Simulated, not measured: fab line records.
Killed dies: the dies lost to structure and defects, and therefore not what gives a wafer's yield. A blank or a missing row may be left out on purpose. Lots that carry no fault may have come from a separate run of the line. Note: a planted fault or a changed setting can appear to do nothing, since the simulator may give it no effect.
Which tool was responsible?    flow berkeley-cmos170    7 lots, 21 wafers sampled, at 3 steps of a route of 331

WHAT THE GAUGES SHOWED, per wafer
UCB170_M1_RS_MEAS_01: uses a four-point probe to measure.
lot   measured      on             M1_AL_RS (ohm/sq)
L953  day 7 15:17   film-metro-01  0.0489 0.0494 0.0489
L954  day 8 02:17   film-metro-01  0.0491 0.0486 0.0485
L957  day 8 13:46   film-metro-02  0.0483 0.0486 0.0488
L960  day 9 19:10   film-metro-01  0.0487 0.0483 0.0478
L961  day 9 20:34   film-metro-01  0.0484 0.0481 0.0480
L969  day 11 09:55  film-metro-04  0.0495 0.0494 0.0498
L971  day 11 16:07  film-metro-02  0.0488 0.0493 0.0495

TOOL THAT RAN EACH LOT (tool first, then ch and the chambers of the sampled wafers, then the start)
lot   UCB170_CONTACT_STRIP_19               UCB170_M1_SPUTTER_00
L953  plasma-asher-03 ch 1, day 7 14:48     pvd-sputter-02, day 7 15:12
L954  plasma-asher-02 ch 0,1, day 8 01:48   pvd-sputter-02, day 8 02:11
L957  plasma-asher-01 ch 0,1, day 8 13:18   pvd-sputter-01, day 8 13:43
L960  plasma-asher-03 ch 0,1, day 9 18:39   pvd-sputter-04, day 9 19:02
L961  plasma-asher-01 ch 0,1, day 9 20:07   pvd-sputter-02, day 9 20:30
L969  plasma-asher-03 ch 0,1, day 11 09:23  pvd-sputter-01, day 11 09:47
L971  plasma-asher-02 ch 0,1, day 11 15:33  pvd-sputter-01, day 11 16:03
- UCB170_CONTACT_STRIP_19: strips in O2.
- UCB170_M1_SPUTTER_00: material Al, target thk 600 nm, time 80 s.

THE ANSWER, worked out from the rows above alone
Rule: the lots themselves supply what counts as usual. Put in order of their means at a reading, lots are off if they are a third of the lots or fewer, leave a main group of 4 or more, and stand apart from it by a gap of 3 or more times the standard deviation of the main group's means; of several such gaps the widest counts. The tables above print the reading to a certain number of digits; a main group whose means all agree to those digits is not used. Also off: a lot with no number at a reading for which 4 or more lots have one. Any other lot the step has rows for is counted as sound.
No lot is off on any of the readings shown, so nothing can be concluded from this.

WHAT WAS PUT IN BY THE SIMULATOR
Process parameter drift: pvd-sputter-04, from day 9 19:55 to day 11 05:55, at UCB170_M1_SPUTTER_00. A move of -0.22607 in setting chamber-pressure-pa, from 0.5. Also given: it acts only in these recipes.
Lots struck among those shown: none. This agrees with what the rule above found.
